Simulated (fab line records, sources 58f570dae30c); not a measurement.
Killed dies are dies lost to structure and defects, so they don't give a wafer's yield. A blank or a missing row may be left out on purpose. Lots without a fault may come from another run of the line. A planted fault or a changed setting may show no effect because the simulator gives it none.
Which tool did it? | flow berkeley_cmos170 | 7 lots, 21 wafers sampled, at 1 step of a route of 331

WHAT THE GAUGES READ, wafer by wafer
UCB170_NLDD_OVL_MEAS_07.
lot  | measured     | on         | NLDD_OVL (nm)
L608 | day 6 05:20  | overlay-01 | -3 -4 -10
L612 | day 7 01:35  | overlay-02 | 7 -2 -2
L614 | day 7 10:58  | overlay-01 | 1 -5 0
L616 | day 7 21:28  | overlay-01 | 1 -2 -1
L618 | day 8 07:01  | overlay-02 | -9 -12 3
L622 | day 9 15:56  | overlay-02 | -4 -4 -5
L625 | day 10 08:56 | overlay-02 | -8 4 -7

WHICH TOOL RAN EACH LOT (tool, then ch and the chambers of the sampled wafers, then the start)
The record holds no process step before these readings.

THE ANSWER, worked out from the rows above alone
Rule: what is usual is taken from the lots themselves. Put in order of their means at a reading, lots are off if they are a third of the lots or fewer, leave a main group of 4 or more, and stand apart from it by a gap of 3 or more times the standard deviation of the main group's means; of several such gaps the widest counts. A main group whose means are all the same, to the digits that the tables above print for the reading, isn't used. A lot without any number at a reading at which 4 lots or more have one is off too. The other lots that the step has rows for count as sound.
No lot is off at any reading shown: from this, nothing can be told.

WHAT THE SIMULATOR HAD PUT IN
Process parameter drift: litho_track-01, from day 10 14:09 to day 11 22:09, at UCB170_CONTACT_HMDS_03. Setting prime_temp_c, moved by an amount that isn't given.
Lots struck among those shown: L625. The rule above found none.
